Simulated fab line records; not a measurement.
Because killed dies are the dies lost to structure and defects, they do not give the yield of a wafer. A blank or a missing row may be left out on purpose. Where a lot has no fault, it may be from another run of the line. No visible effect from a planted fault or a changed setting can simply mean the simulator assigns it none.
A lot that was struck, set against a sound lot ; flow rit cmos ; 17 steps out of a route of 202
Sound: the wafers L794.2, L794.3, L794.5. Wafers struck: L788.1, L788.4, L788.5. At the end, the cause is stated.
Order at every step that has rows: each side's tool, ch and its chambers, its first start. Under that, the readings that differ: sound wafers ; struck wafers ; difference of the means ; sigmas: that difference in standard deviations of wafers without a fault.
alike: readings whose means differ by less than 2 such deviations, and words and numbers that are the same on both sides. not compared: withheld readings, readings that some wafer has no value for, bounds like >300 that may hide the same value, and numbers for which the record gives no deviation and whose values overlap.
The two part at a step that has a row with sigmas, a row that says differs or no value, or rows on one side only. Numbers that have no deviation but don't overlap get no sigmas and don't part them. Lack of a reading on every wafer of one side parts them only where that side has two or more wafers.

first, 4 steps without rows for these wafers: RIT_NLDD_SOFTBAKE_02 (time 60 s); RIT_NLDD_EXPOSE_03 (exposes mask M7, target cd 40700 nm); RIT_NLDD_PEB_04; RIT_NLDD_DEVELOP_05 (develop time 50 s).
RIT_NLDD_OVL_MEAS_06:
  sound on overlay-02, day 5 16:40; struck on overlay-02, day 4 13:46
  alike: NLDD_OVL
then, 2 steps without rows for these wafers: RIT_NLDD_HARDBAKE_07 (time 60 s); RIT_NLDD_IMPLANT_08.
RIT_NLDD_STRIP_09: strips in O2, time 180 s.
  sound on plasma asher-02 ch 0,1, day 5 16:59; struck on plasma asher-04 ch 0,1, day 4 14:06
  alike: drypump motor current A, rf refl power W
  not compared: rf hours counter h
RIT_NLDD_TW_MEAS_10:
  sound on film metro-02, day 5 17:11; struck on film metro-02, day 4 14:17
  alike: NLDD_TW
then, 3 steps without rows for these wafers: RIT_PLDD_HMDS_00 (prime time 60 s); RIT_PLDD_COAT_01 (resist thk 984.3 nm); RIT_PLDD_SOFTBAKE_02 (time 60 s).
RIT_PLDD_EXPOSE_03: exposes mask M8, target cd 40900 nm.
  sound on iline stepper-02 ch 0, day 5 17:49; struck on iline stepper-01 ch 0, day 4 14:47
reading;sound;struck;difference;sigmas
model.PLDD.overlay x nm (nm);0.449 0.449 0.449;129.2 129.2 129.2;+128.8;
  alike: mask
then, 2 steps without rows for these wafers: RIT_PLDD_PEB_04; RIT_PLDD_DEVELOP_05 (develop time 50 s).
RIT_PLDD_OVL_MEAS_06:
  sound on overlay-02, day 5 18:13; struck on overlay-01, day 4 15:23
reading;sound;struck;difference;sigmas
PLDD_OVL (nm);2.8 0.8 3.3;129.6 130.1 130.1;+127.6;+91
  not compared: hold
RIT_M1_PROBE_99:
  the record has rows for the sound wafers here (prober-01, day 6 08:34) and none for the struck ones

## WHERE THEY PART
First at RIT_PLDD_OVL_MEAS_06; last, within this record, at RIT_M1_PROBE_99.

WHY: the cause the simulator had injected
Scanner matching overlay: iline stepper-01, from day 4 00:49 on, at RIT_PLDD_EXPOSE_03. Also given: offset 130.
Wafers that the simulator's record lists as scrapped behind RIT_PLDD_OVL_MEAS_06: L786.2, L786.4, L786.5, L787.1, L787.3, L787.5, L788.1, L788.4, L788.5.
